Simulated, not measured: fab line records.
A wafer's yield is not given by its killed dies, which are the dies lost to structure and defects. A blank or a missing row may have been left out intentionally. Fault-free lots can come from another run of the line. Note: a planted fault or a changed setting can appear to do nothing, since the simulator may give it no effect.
Problem report, 8D (eight disciplines) form, completed by code :: flow berkeleyCmos170 :: the parts of the form that need people (team, actions taken, sign-off) are left out

== 1. THE ISSUE ==
Across 9 wafers from 3 lots, NWELL_NITRIDE_THK at UCB170_NWELL_THK_MEAS_05 averages 197.1 nm, while fault-free wafers read 223.9 nm with a standard deviation of 2. That puts it -13 standard deviations away from the usual mean.
First seen on wafer L526.2, day 5 13:14, on filmMetro-03. The record has a number at this step for 45 wafers belonging to 15 lots. Rule for "out", or "out of limits": more than 4 standard deviations from the usual mean. Any other wafer with a number is counted as sound.

== 2. WHAT IT IS; WHAT IT IS NOT ==
question: which readings at this step
is: NWELL_NITRIDE_THK
is not: -

question: which lots
is: L526, L527, L528
is not: L511, L512, L513, L515, L516, L518, L522, L525, L530, L531, L533, L534

question: which wafers of those lots
is: all that have a number
is not: -

question: read on which gauges
is: filmMetro-01, filmMetro-03
is not: filmMetro-04

question: when
is: from day 5 13:14
is not: up to then (24 sound wafers); but 12 sound wafers of L530, L531, L533, L534 came after

== 3. THE SUSPECTS, EACH WITH WHAT RULES IT OUT ==
Counting: any tool at a process step up to the reading is kept as a suspect provided that every lot that is out went through it and no sound lot did after the first of them.
- the gauge at UCB170_NWELL_THK_MEAS_05 is ruled out. 2 gauges (filmMetro-01, filmMetro-03) read the wafers that are out.
- lpcvd-01 at UCB170_NWELL_CVD_04 (deposits Si3N4 from SiH2Cl2/NH3, target thk 224 nm, time 3360 s): kept. Every lot that is out went through it, starting with L526 (day 5 11:18), and after that it ran no sound lot; the last sound lot it ran before then is L525 (day 4 21:58). On those wafers its own readings are out: spikeTcCentreC, spikeTcSourceC, susceptorTempC.
Remaining after the count: lpcvd-01 at UCB170_NWELL_CVD_04.

== 4. THE CAUSE (what the simulator had put in) ==
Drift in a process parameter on lpcvd-01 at UCB170_NWELL_CVD_04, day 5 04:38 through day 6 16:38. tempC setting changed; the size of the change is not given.
Only this tool survived the counting.

== 5. THE CHAIN OF EFFECTS, in route order ==
Each row: a reading whose mean over the struck wafers that have a number lies more than 3 standard deviations from the usual. Scope: only readings with a usual standard deviation given in the record; hours: median across lots of the time from each lot's start at the first step in this table that gives one to its start at this step; sigmas: change in usual standard deviations.
hours: 0
step: UCB170_NWELL_CVD_04
reading: spikeTcCentreC
usual: 802.3 C
on struck wafers: 795.0
change: -7.3
sigmas: -6.7

hours: 0
step: UCB170_NWELL_CVD_04
reading: spikeTcLoadC
usual: 822.9 C
on struck wafers: 815.4
change: -7.5
sigmas: -3.0

hours: 0
step: UCB170_NWELL_CVD_04
reading: spikeTcSourceC
usual: 821.9 C
on struck wafers: 814.6
change: -7.3
sigmas: -6.1

hours: 0
step: UCB170_NWELL_CVD_04
reading: susceptorTempC
usual: 800.0 C
on struck wafers: 792.9
change: -7.1
sigmas: -19

hours: 2
step: UCB170_NWELL_THK_MEAS_05
reading: NWELL_NITRIDE_THK
usual: 223.9 nm
on struck wafers: 197.1
change: -26.8
sigmas: -13

hours: 8
step: UCB170_NWELL_ETCH_13
reading: oesProductAu
usual: 0.934 a.u.
on struck wafers: 0.865
change: -0.069
sigmas: -5.3
The process steps in it:
- UCB170_NWELL_CVD_04: deposits Si3N4 from SiH2Cl2/NH3, target thk 224 nm, time 3360 s.
- UCB170_NWELL_ETCH_13: etches Si3N4 in CH3F/Ar/O2, stops on SiO2, target depth 246.4 nm, time 154 s.
At these later measuring or inspecting steps, every struck wafer for which the step has a row has a number for every such reading, and none has moved that far: UCB170_NWELL_OVL_MEAS_12, UCB170_PWELL_OVL_MEAS_13.

== 6. HOW IT WOULD HAVE BEEN CAUGHT EARLIER ==
Counted from the fault's start at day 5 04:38, it took 9 hours until the first out-of-limits reading at a measuring or inspecting step in this record, taken at day 5 13:14.
At UCB170_NWELL_CVD_04, the tool's own readings (spikeTcCentreC, spikeTcSourceC, susceptorTempC) were out on each struck wafer the step has a row for, so an alarm limit on them would have fired on the first such wafer.
Of the lots that are out (3), L527, L528 began UCB170_NWELL_CVD_04 on lpcvd-01 after day 5 13:14. A hold on the tool at that time would have spared those 2.
